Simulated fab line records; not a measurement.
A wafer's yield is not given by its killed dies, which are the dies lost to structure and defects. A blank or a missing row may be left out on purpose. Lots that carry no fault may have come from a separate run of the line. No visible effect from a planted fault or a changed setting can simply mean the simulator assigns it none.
Code-filled problem report in 8D (eight disciplines) form || flow rit cmos || the parts of the form that need people (team, actions taken, sign-off) are left out

1. WHAT IS WRONG
run length s at RIT_M1_METAL_ETCH_12 reads a mean of 126.5 s on 3 wafers of 2 lots; wafers without a fault read 193.2 s with a standard deviation of 0.47. So: -99 or more standard deviations from the usual mean.
The step: etches Al in Cl2/BCl3, stops on SiO2, time 165 s, target depth 600 nm.
First observed at day 4 20:30: wafer L332.3, on rie metal-03. The record has a number at this step for 36 wafers belonging to 12 lots. The rule behind "out" and "out of limits": a value lying over 4 standard deviations away from the usual mean. All remaining wafers that have a number are taken as sound.

2. WHAT IT IS; WHAT IT IS NOT
{"question": "which readings at this step", "is": "run length s, oes product au", "is not": "drypump motor current A, throttle valve pct"}
{"question": "which lots", "is": "L332, L335", "is not": "L325, L326, L327, L329, L338, L340, L342, L345, L346, L347"}
{"question": "which wafers of those lots", "is": "L332.3, L332.5, L335.3", "is not": "L332.6, L335.4, L335.5"}
{"question": "read on which tools", "is": "rie metal-03", "is not": "rie metal-02, rie metal-04"}
{"question": "when", "is": "from day 4 20:30", "is not": "up to then (13 sound wafers); but 20 sound wafers of L335, L338, L340, L342, L345, L346, L347 came after"}

3. THE SUSPECTS, EACH WITH WHAT RULES IT OUT
Counting: a tool at a process step up to the reading stays a suspect if it ran every lot that is out. Sound lots after the first of them don't rule it out here, since some wafers of a struck lot are sound.
- rie metal-03 at RIT_M1_METAL_ETCH_12 (etches Al in Cl2/BCl3, stops on SiO2, time 165 s, target depth 600 nm): kept. Every lot that is out went through it, the first being L332 (day 4 20:30); the last sound lot it ran before that was L329 (day 4 09:44). Its own oes product au, run length s readings are out on those wafers.
- At RIT_M1_METAL_ETCH_12 on rie metal-03, chamber 0 took the sound wafers of the same lots and chamber 1 took the wafers that are out.
Remaining after the count: rie metal-03 at RIT_M1_METAL_ETCH_12.

4. THE CAUSE (what the simulator had put in)
rie metal-03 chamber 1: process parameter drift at RIT_M1_METAL_ETCH_12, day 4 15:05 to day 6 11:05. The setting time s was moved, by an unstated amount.
This tool alone remained once counting was done.

5. THE CHAIN OF EFFECTS, in route order
Rows list readings where the struck wafers' mean (over those with a number) sits beyond 3 standard deviations from the usual. Scope: only readings with a usual standard deviation given in the record; hours: median across lots of the time from each lot's start at the first step in this table that gives one to its start at this step; sigmas: change in usual standard deviations.
{"hours": 0, "step": "RIT_M1_METAL_ETCH_12", "reading": "oes product au", "usual": "0.775 a.u.", "on struck wafers": 0.980, "change": "+0.205", "sigmas": "+23"}
{"hours": 0, "step": "RIT_M1_METAL_ETCH_12", "reading": "run length s", "usual": "193.2 s", "on struck wafers": 126.5, "change": -66.7, "sigmas": "-99 or more"}
{"hours": 1, "step": "RIT_M1_CD_MEAS_90", "reading": "cd nm", "usual": "2601.8 nm", "on struck wafers": 2610.6, "change": "+8.8", "sigmas": "+3.7"}
{"hours": 2, "step": "RIT_M1_PROBE_99", "reading": "defect limited yield", "usual": "97.3 %", "on struck wafers": 0.0, "change": -97.3, "sigmas": -81}
{"hours": 2, "step": "RIT_M1_PROBE_99", "reading": "killed_at_M0_to_M3", "usual": 0.0, "on struck wafers": 259.3, "change": "+259.3", "sigmas": "+99 or more"}
{"hours": 2, "step": "RIT_M1_PROBE_99", "reading": "killed dies", "usual": 7, "on struck wafers": 264, "change": "+257", "sigmas": "+80"}
{"hours": 2, "step": "RIT_M1_PROBE_99", "reading": "killed on rim", "usual": 2.1, "on struck wafers": 70.0, "change": "+67.9", "sigmas": "+45"}
{"hours": 2, "step": "RIT_M1_PROBE_99", "reading": "sort_bin_5_function", "usual": "1.5 %", "on struck wafers": 99.1, "change": "+97.6", "sigmas": "+99 or more"}
{"hours": 2, "step": "RIT_M1_PROBE_99", "reading": "sort n pass", "usual": 257, "on struck wafers": 0, "change": -257, "sigmas": -80}
{"hours": 2, "step": "RIT_M1_PROBE_99", "reading": "sort yield pct", "usual": "97.3 %", "on struck wafers": 0.0, "change": -97.3, "sigmas": -81}
Here are the process steps it includes:
- RIT_M1_METAL_ETCH_12: etches Al in Cl2/BCl3, stops on SiO2, time 165 s, target depth 600 nm.
- RIT_M1_PROBE_99

6. HOW IT WOULD HAVE BEEN CAUGHT EARLIER
In this record the first reading out of limits was taken at day 4 20:30, 5 hours after the fault began at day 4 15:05.
